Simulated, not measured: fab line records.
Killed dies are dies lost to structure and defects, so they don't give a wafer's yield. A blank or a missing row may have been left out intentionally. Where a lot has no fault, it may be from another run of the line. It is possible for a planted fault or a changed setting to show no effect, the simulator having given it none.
Which tool was responsible?    flow berkeleyCmos170    42 wafers from 14 lots sampled at 5 of the route's 331 steps

== WHAT THE GAUGES SHOWED, per wafer ==
UCB170_SDANNEAL_RS_MEAS_04: a four-point-probe measurement. Usual: for PLDD_RS the level is 1031.3 ohm/sq and the standard deviation is 2.8.
lot   measured      on            PLDD_RS (ohm/sq)      flag
L992  day 6 16:16   filmMetro-01  1031.8 1035.3 1038.7  
L995  day 7 01:49   filmMetro-03  1031.4 1037.7 1035.9  
L994  day 7 02:07   filmMetro-01  1029.5 1029.7 1027.8  
L993  day 7 02:18   filmMetro-03  1029.2 1032.2 1031.5  
L998  day 8 05:11   filmMetro-03  1029.9 1034.5 1031.6  
L999  day 8 12:50   filmMetro-01  1031.9 1033.4 1030.1  
L104  day 8 23:16   filmMetro-01  1030.5 1031.6 1031.1  
L108  day 10 05:02  filmMetro-02  1028.0 1029.7 1030.7  
L107  day 10 05:03  filmMetro-03  1035.4 1037.1 1036.5  
L106  day 10 05:28  filmMetro-01  1031.5 1031.7 1032.9  
L109  day 10 05:55  filmMetro-02  1029.6 1029.5 1033.7  
L111  day 11 03:18  filmMetro-02  1030.8 1033.1 1032.1  
L113  day 11 11:45  filmMetro-03  1026.1 1025.9 1026.4  
L115  day 11 22:40  filmMetro-03  1027.8 1029.5 1028.7  

UCB170_M1_THK_MEAS_02: measures by xrf. Usual: for M1_AL_THK the level is 601 nm and the standard deviation is 6.6.
lot   measured      on            M1_AL_THK (nm)  flag
L992  day 6 23:01   filmMetro-01  604 604 604     
L995  day 7 07:10   filmMetro-03  606 604 598     
L994  day 7 07:28   filmMetro-01  599 593 593     
L993  day 7 09:04   filmMetro-03  608 607 608     
L998  day 8 10:38   filmMetro-01  599 592 602     
L999  day 8 18:01   filmMetro-01  599 598 599     
L104  day 9 06:18   filmMetro-01  597 589 587     
L108  day 10 10:18  filmMetro-03  611 601 607     
L107  day 10 11:16  filmMetro-01  587 594 585     
L106  day 10 13:02  filmMetro-03  617 611 609     
L109  day 10 13:27  filmMetro-01  598 599 598     
L111  day 11 08:50  filmMetro-03  606 602 606     
L113  day 11 17:16  filmMetro-03  593 591 594     
L115  day 12 04:41  filmMetro-02  603 599 598     

UCB170_M1_CD_MEAS_09: the cd target is 700 nm. Usual: cdNm at 700.4 nm, with a standard deviation of 1.6.
lot   measured      on        cdNm (nm)          flag
L992  day 7 00:03   cdSem-01  699.0 698.4 699.2  
L995  day 7 08:24   cdSem-01  700.7 700.7 700.9  
L994  day 7 08:43   cdSem-01  700.3 699.0 699.4  
L993  day 7 09:58   cdSem-02  702.2 702.8 702.0  
L998  day 8 11:37   cdSem-02  678.2 678.7 680.0  OFF
L999  day 8 19:15   cdSem-02  678.9 680.7 679.3  OFF
L104  day 9 07:50   cdSem-02  701.3 701.9 700.4  
L108  day 10 11:19  cdSem-02  699.5 700.7 700.3  
L107  day 10 12:17  cdSem-01  700.6 700.6 699.8  
L106  day 10 13:57  cdSem-02  696.0 696.8 697.4  
L109  day 10 14:29  cdSem-02  701.2 700.6 701.0  
L111  day 11 09:44  cdSem-02  700.2 701.3 701.0  
L113  day 11 19:47  cdSem-01  699.9 701.2 699.1  
L115  day 12 05:46  cdSem-02  702.1 701.9 700.9  

== WHICH TOOL RAN EACH LOT (tool, then ch and the chambers of the sampled wafers, then the start) ==
lot   UCB170_CONTACT_STRIP_06              UCB170_M1_COAT_04
L992  plasmaAsher-04 ch 0,1, day 6 20:29   lithoTrack-04 ch 0, day 6 23:00
L995  plasmaAsher-01 ch 0,1, day 7 04:59   lithoTrack-01 ch 0, day 7 07:00
L994  plasmaAsher-04 ch 0,1, day 7 05:14   lithoTrack-01 ch 0, day 7 07:00
L993  plasmaAsher-04 ch 0,1, day 7 06:49   lithoTrack-04 ch 0, day 7 09:00
L998  plasmaAsher-02 ch 0,1, day 8 08:19   lithoTrack-01 ch 0, day 8 10:00
L999  plasmaAsher-04 ch 0, day 8 15:55     lithoTrack-01 ch 0, day 8 18:00
L104  plasmaAsher-02 ch 0,1, day 9 03:50   lithoTrack-04 ch 0, day 9 06:00
L108  plasmaAsher-04 ch 0,1, day 10 08:05  lithoTrack-02 ch 0, day 10 10:00
L107  plasmaAsher-01 ch 0,1, day 10 09:03  lithoTrack-02 ch 0, day 10 11:00
L106  plasmaAsher-02 ch 0, day 10 10:50    lithoTrack-02 ch 0, day 10 13:00
L109  plasmaAsher-01 ch 0,1, day 10 11:01  lithoTrack-04 ch 0, day 10 13:00
L111  plasmaAsher-02 ch 0,1, day 11 06:41  lithoTrack-02 ch 0, day 11 09:00
L113  plasmaAsher-02 ch 0,1, day 11 14:49  lithoTrack-02 ch 0, day 11 18:00
L115  plasmaAsher-01 ch 0, day 12 02:20    lithoTrack-02 ch 0, day 12 05:00
- UCB170_CONTACT_STRIP_06: strips in O2.
- UCB170_M1_COAT_04: resist thk 900 nm.

== WHAT THE TOOLS THEMSELVES READ (means of the sampled wafers that have a number; where no wafer has one, the mark that the record gives instead) ==
UCB170_CONTACT_STRIP_06. Usual: drypumpMotorCurrentA 5.56 A, standard deviation 0.28; o2FlowSccm 400.2 sccm, standard deviation 1.3; oesProductAu 0.735 a.u., standard deviation 0.0043; stripTimeToEndpointS 21.97 s, standard deviation 0.066.
lot   tool            drypumpMotorCurrentA (A)  o2FlowSccm (sccm)  oesProductAu (a.u.)  stripTimeToEndpointS (s)  flag
L992  plasmaAsher-04  5.67                      401.4              0.732                22.13                     
L995  plasmaAsher-01  5.44                      399.3              0.737                22.01                     
L994  plasmaAsher-04  5.79                      400.6              0.738                22.01                     
L993  plasmaAsher-04  5.67                      402.2              0.734                22.02                     
L998  plasmaAsher-02  5.67                      401.4              0.735                21.88                     
L999  plasmaAsher-04  5.52                      399.2              0.732                22.00                     
L104  plasmaAsher-02  5.70                      401.3              0.735                22.00                     
L108  plasmaAsher-04  5.80                      399.9              0.737                21.99                     
L107  plasmaAsher-01  5.44                      400.0              0.734                21.93                     
L106  plasmaAsher-02  5.77                      398.1              0.733                21.93                     
L109  plasmaAsher-01  5.44                      400.2              0.733                21.97                     
L111  plasmaAsher-02  5.69                      400.0              0.735                21.94                     
L113  plasmaAsher-02  5.70                      400.1              0.735                22.04                     
L115  plasmaAsher-01  5.02                      400.3              0.741                21.95                     

UCB170_M1_COAT_04. Usual: chillPlateTempC 23.01 C, standard deviation 0.1; resistLineTempC 23.01 C, standard deviation 0.11.
lot   tool           chillPlateTempC (C)  resistLineTempC (C)  flag
L992  lithoTrack-04  23.00                23.08                
L995  lithoTrack-01  22.93                22.92                
L994  lithoTrack-01  22.94                23.05                
L993  lithoTrack-04  23.04                23.17                
L998  lithoTrack-01  23.01                23.15                
L999  lithoTrack-01  23.01                23.00                
L104  lithoTrack-04  22.91                22.98                
L108  lithoTrack-02  23.10                23.16                
L107  lithoTrack-02  23.04                23.16                
L106  lithoTrack-02  23.13                23.05                
L109  lithoTrack-04  23.07                22.92                
L111  lithoTrack-02  23.06                23.00                
L113  lithoTrack-02  22.93                23.00                
L115  lithoTrack-02  23.08                22.87                

== THE ANSWER, worked out from the rows above alone ==
Rule: a lot is off if the mean of its wafers that have a number lies more than 3 standard deviations from the usual mean. Also off: a lot with no number at a reading for which 4 or more lots have one. All remaining lots with rows at the step are treated as sound. First the gauges in route order, then the tools' own readings, where a lot's mean is used as printed above. At the first step where some lot is off, the reading lying furthest off is the one used; lots without a number count as furthest.
Off, at UCB170_M1_CD_MEAS_09 on cdNm: L998, L999.
If a tool, at a process step before that reading, ran all the lots that are off and no sound lot after the first of them, it fits. Those tools and the gauges at UCB170_M1_CD_MEAS_09 are tried in the same way. One candidate fits, namely lithoTrack-01 at UCB170_M1_COAT_04. A fault onset in the window from L995 (day 7 07:00, its last sound lot) to L998 (day 8 10:00, its first lot off) fits.

== WHAT THE SIMULATOR PUT IN ==
Process parameter drift: lithoTrack-01, from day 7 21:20 on, at UCB170_M1_COAT_04. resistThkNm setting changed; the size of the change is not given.
Shown lots that were struck: L998, L999. The rule given above showed the same thing.
